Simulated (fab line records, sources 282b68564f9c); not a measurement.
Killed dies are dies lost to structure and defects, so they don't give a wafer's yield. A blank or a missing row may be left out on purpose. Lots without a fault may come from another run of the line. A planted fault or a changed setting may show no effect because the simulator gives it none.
Which tool did it? | flow rit_cmos | 14 lots, 42 wafers sampled, at 2 steps of a route of 202

WHAT THE GAUGES READ, wafer by wafer
The record holds no reading of a measuring or inspecting step that can be judged against a usual standard deviation.

WHICH TOOL RAN EACH LOT (tool, then ch and the chambers of the sampled wafers, then the start)
lot  | RIT_FOX1_WET_ETCH_02           | RIT_M1_PROBE_99
L544 | wet_bench-01 ch 0, day 1 16:53 | -
L545 | wet_bench-02 ch 2, day 1 22:16 | -
L547 | wet_bench-01 ch 0, day 2 08:06 | -
L549 | wet_bench-01 ch 2, day 2 17:55 | -
L550 | wet_bench-01 ch 3, day 2 22:53 | -
L551 | wet_bench-02 ch 3, day 3 04:35 | -
L552 | wet_bench-03 ch 0, day 3 09:02 | -
L554 | wet_bench-02 ch 3, day 3 20:26 | -
L560 | wet_bench-01 ch 2, day 5 02:35 | prober-01, day 7 04:58
L562 | wet_bench-02 ch 1, day 5 15:17 | -
L563 | wet_bench-02 ch 0, day 5 19:40 | -
L564 | wet_bench-01 ch 2, day 5 22:55 | -
L565 | wet_bench-01 ch 3, day 6 03:17 | -
L567 | wet_bench-01 ch 1, day 6 13:41 | -
- RIT_FOX1_WET_ETCH_02: etches SiO2 in BOE, target depth 350 nm, time 390 s.
- RIT_M1_PROBE_99

WHAT THE TOOLS THEMSELVES READ (means of the sampled wafers that have a number; where no wafer has one, the mark that the record gives instead)
RIT_FOX1_WET_ETCH_02.
lot  | tool         | run_length_s (s)
L544 | wet_bench-01 | 423
L545 | wet_bench-02 | 415
L547 | wet_bench-01 | 421
L549 | wet_bench-01 | 426
L550 | wet_bench-01 | 418
L551 | wet_bench-02 | 415
L552 | wet_bench-03 | 423
L554 | wet_bench-02 | 422
L560 | wet_bench-01 | 417
L562 | wet_bench-02 | 432
L563 | wet_bench-02 | 434
L564 | wet_bench-01 | 417
L565 | wet_bench-01 | 417
L567 | wet_bench-01 | 416

RIT_M1_PROBE_99.
lot  | tool      | killed_at_contacts | killed_at_front_end | killed_dies | killed_open | killed_short
L560 | prober-01 | 0.0                | 5.3                 | 5.3         | 2.0         | 2.3

THE ANSWER, worked out from the rows above alone
Rule: what is usual is taken from the lots themselves. Put in order of their means at a reading, lots are off if they are a third of the lots or fewer, leave a main group of 4 or more, and stand apart from it by a gap of 3 or more times the standard deviation of the main group's means; of several such gaps the widest counts. A main group whose means are all the same, to the digits that the tables above print for the reading, isn't used. A lot without any number at a reading at which 4 lots or more have one is off too. The other lots that the step has rows for count as sound. The gauges are gone through in route order, then the tools' own readings, and for those a lot's mean is taken as printed above. The first step at which some lot is off is used, and at that step the reading that is off furthest; a lot without a number counts as furthest.
No lot is off at any reading shown: from this, nothing can be told.

WHAT THE SIMULATOR HAD PUT IN
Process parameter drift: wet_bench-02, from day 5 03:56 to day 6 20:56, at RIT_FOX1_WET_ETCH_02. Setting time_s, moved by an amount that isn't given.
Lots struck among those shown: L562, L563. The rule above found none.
